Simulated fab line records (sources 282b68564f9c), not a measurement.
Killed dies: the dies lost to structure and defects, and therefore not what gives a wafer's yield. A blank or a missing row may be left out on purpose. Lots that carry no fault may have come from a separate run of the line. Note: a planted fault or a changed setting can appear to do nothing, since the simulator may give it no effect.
Code-filled problem report in 8D (eight disciplines) form ; flow rit cmos ; the parts of the form that need people (team, actions taken, sign-off) are left out

== 1. WHAT WENT WRONG ==
Across 6 wafers from 2 lots, PWELL_TW at RIT_PWELL_TW_MEAS_10 averages 1056, while fault-free wafers read 941 with a standard deviation of 6.7. Relative to the usual mean, that is a shift of +17 standard deviations.
First seen on wafer L727.2, day 4 10:43, on film metro-02. At this step, 42 wafers from 14 lots have a number in the record. The rule behind "out" and "out of limits": a value lying over 4 standard deviations away from the usual mean. The rest of the wafers with a number are treated as sound.

== 2. WHAT IT IS; WHAT IT IS NOT ==
question;is;is not
which readings at this step;PWELL_TW;-
which lots;L727, L729;L716, L717, L718, L719, L720, L721, L725, L731, L732, L734, L736, L737
which wafers of those lots;all that have a number;-
read on which gauges;film metro-02, film metro-03;film metro-04
when;from day 4 10:43;"up to then (21 sound wafers); but 15 sound wafers of L731, L732, L734, L736, L737 came after"

== 3. SUSPECTS, AND WHAT RULES EACH OUT ==
Counting: a tool stays on the suspect list if, at a process step up to the reading, it processed all lots that are out and no sound lot following the first of them.
- ruled out: the gauge at RIT_PWELL_TW_MEAS_10. 2 gauges (film metro-02, film metro-03) read the wafers that are out.
- implanter-03 at RIT_PWELL_IMPLANT_08: kept. Every lot that is out went through it, starting with L727 (day 4 10:24), and after that it ran no sound lot; the last sound lot it ran before then is L720 (day 2 23:29). Its own dose ions cm2, faraday current uA readings are out on those wafers.
Left after counting: implanter-03 at RIT_PWELL_IMPLANT_08.

== 4. THE CAUSE (what the simulator had put in) ==
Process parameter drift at RIT_PWELL_IMPLANT_08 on implanter-03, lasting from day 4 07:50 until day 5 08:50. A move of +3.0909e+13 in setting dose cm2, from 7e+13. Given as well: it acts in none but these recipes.
Only this tool survived the counting.

== 5. THE CHAIN OF EFFECTS, in route order ==
One row per reading whose mean, taken over the struck wafers that have a number, lies over 3 standard deviations from the usual. Only readings for which the record gives a usual standard deviation are gone through. hours: the time from each lot's start at the first step in this table that gives one to its start at this step, as a median over the lots. sigmas: the change in usual standard deviations.
hours;step;reading;usual;on struck wafers;change;sigmas
0;RIT_PWELL_IMPLANT_08;dose ions cm2;7e+13;1e+14;+3e+13;+99 or more
0;RIT_PWELL_IMPLANT_08;faraday current uA;222;319;+97;+21
0;RIT_PWELL_TW_MEAS_10;PWELL_TW;941;1056;+115;+17
6;RIT_WELLDRIVE_RS_MEAS_02;PWELL_RS;429.9 ohm/sq;342.4;-87.5;-73
It contains these process steps:
- RIT_PWELL_IMPLANT_08

== 6. HOW IT WOULD HAVE BEEN CAUGHT EARLIER ==
Counted from the fault's start at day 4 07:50, it took 3 hours until the first out-of-limits reading at a measuring or inspecting step in this record, taken at day 4 10:43.
The tool's own readings at RIT_PWELL_IMPLANT_08 were out on every struck wafer that the step has a row for (dose ions cm2, faraday current uA): an alarm limit on them would have fired on the first of those.
L729, from the lots that are out (2), started RIT_PWELL_IMPLANT_08 on implanter-03 later than day 4 10:43. A tool hold placed at that time would have kept it from harm.
